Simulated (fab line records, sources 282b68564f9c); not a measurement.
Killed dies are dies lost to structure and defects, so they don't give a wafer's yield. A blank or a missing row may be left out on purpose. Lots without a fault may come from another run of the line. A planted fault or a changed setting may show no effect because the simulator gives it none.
One fault seen from 2 desks | flow rit_cmos | each desk has only its own numbers; what lay behind them comes last

THE METROLOGY DESK
What the gauges read, lot by lot, whatever tool the lot ran on: means of the sampled wafers that have a number. A lot is out of limits, marked OUT, if its mean lies more than 4 standard deviations from the usual mean; the brackets give that distance.
Columns: A = CONTACT_TEOS_THK at RIT_CONTACT_THK_MEAS_01, usual 401 nm
lot  | first seen here | A
L671 | day 3 18:11     | 397
L672 | day 3 23:16     | 399
L673 | day 4 05:22     | 397
L674 | day 4 12:02     | 398
L675 | day 4 14:25     | 401
L677 | day 5 01:44     | 404
L678 | day 5 02:46     | 404
L680 | day 5 11:22     | 395
L685 | day 6 13:36     | 454 (+11) OUT
L686 | day 6 17:04     | 510 (+22) OUT
L689 | day 7 04:14     | 395
L691 | day 7 18:09     | 399
L692 | day 8 00:52     | 404
L693 | day 8 07:59     | 400
This desk's finding: out of limits on L685, L686; first on L685, day 6 13:36 (CONTACT_TEOS_THK at RIT_CONTACT_THK_MEAS_01). In limits: L671, L672, L673, L674, L675, L677, L678, L680, L689, L691, L692, L693.

THE TOOL OWNER'S DESK: pecvd-04
The tool's own readings at RIT_CONTACT_CVD_00 (deposits SiO2 from TEOS, target thk 400 nm, time 61 s): means of the sampled wafers that have a number, for each lot that ran on this tool. A lot is out of limits, marked OUT, if its mean lies more than 4 standard deviations from the usual mean; the brackets give that distance.
Columns: A = heater_power_w at RIT_CONTACT_CVD_00, usual 286 W
lot  | first seen here | A
L672 | day 3 23:13     | 249
L675 | day 4 14:22     | 220
L678 | day 5 02:41     | 231
L685 | day 6 13:33     | 252
L686 | day 6 17:01     | 234
This desk's finding: nothing out of limits on any of the 5 lots.

PUT TOGETHER
The metrology desk could have raised an alarm at day 6 13:36, on L685, L686.
The tool owner's desk saw nothing out of limits.
The tool owner's desk has L685, L686 on record, within its limits.
Of the lots named, all ran RIT_CONTACT_CVD_00 on pecvd-04.

WHAT THE SIMULATOR HAD PUT IN
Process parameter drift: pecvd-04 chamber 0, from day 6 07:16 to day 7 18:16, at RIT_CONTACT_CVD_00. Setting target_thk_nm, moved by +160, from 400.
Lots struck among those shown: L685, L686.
Hours from the fault's start to each desk's first reading out of limits: the metrology desk, 6.
